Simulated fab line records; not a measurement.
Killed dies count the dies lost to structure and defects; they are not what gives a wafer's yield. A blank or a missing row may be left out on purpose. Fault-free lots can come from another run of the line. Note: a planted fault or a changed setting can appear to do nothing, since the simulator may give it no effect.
One fault through the eyes of 2 desks ; flow ritCmos ; numbers are kept per desk, each desk with only its own; the story behind them comes last

AT THE METROLOGY DESK
What the gauges read for every lot (on any tool): the sampled wafers with a number, averaged. The brackets show how far a lot's mean lies from the usual mean; more than 4 standard deviations puts the lot out of limits, marked OUT.
Columns: A = CONTACT_OVL at RIT_CONTACT_OVL_MEAS_09, usual 0.3 nm; B = M1_OVL at RIT_M1_OVL_MEAS_10, usual 0.6 nm
lot;first seen here;A;B
L961;day 3 06:19;1.4;0.5
L962;day 3 10:43;-1.8;1.0
L963;day 3 17:59;-0.4;1.7
L964;day 4 00:07;-0.8;-1.8
L965;day 4 05:45;0.1;-0.3
L966;day 4 07:35;0.7;1.3
L969;day 4 22:47;1.7;1.2
L972;day 5 17:33;1.4;-1.1
L973;day 5 19:35;-0.5;1.1
L977;day 6 14:22;0.1;0.0
L978;day 6 18:13;0.8;-1.6
L983;day 8 00:14;1.3;-0.2
L984;day 8 08:49;0.8;1.1
This desk's finding: nothing out of limits on any of the 13 lots.

AT THE TOOL OWNER'S DESK: wetBench-02
The tool's own readings at RIT_ACTIVE_CLEAN_17 (cleans in SC2, time 600 s): means of the sampled wafers that have a number, for each lot that ran on this tool. The brackets show how far a lot's mean lies from the usual mean; more than 4 standard deviations puts the lot out of limits, marked OUT.
Columns: A = bathGuardTempC at RIT_ACTIVE_CLEAN_17, usual 75.1 C
lot;first seen here;A
L964;day 2 07:22;75.5
L972;day 3 23:23;75.2
L973;day 4 04:41;75.8
L978;day 5 06:07;75.0
L983;day 6 05:31;75.6
This desk's finding: nothing out of limits on any of the 5 lots.

TAKEN TOGETHER
The metrology desk saw nothing out of limits.
The desk of the tool owner found nothing out of limits.

WHAT WAS PUT IN BY THE SIMULATOR
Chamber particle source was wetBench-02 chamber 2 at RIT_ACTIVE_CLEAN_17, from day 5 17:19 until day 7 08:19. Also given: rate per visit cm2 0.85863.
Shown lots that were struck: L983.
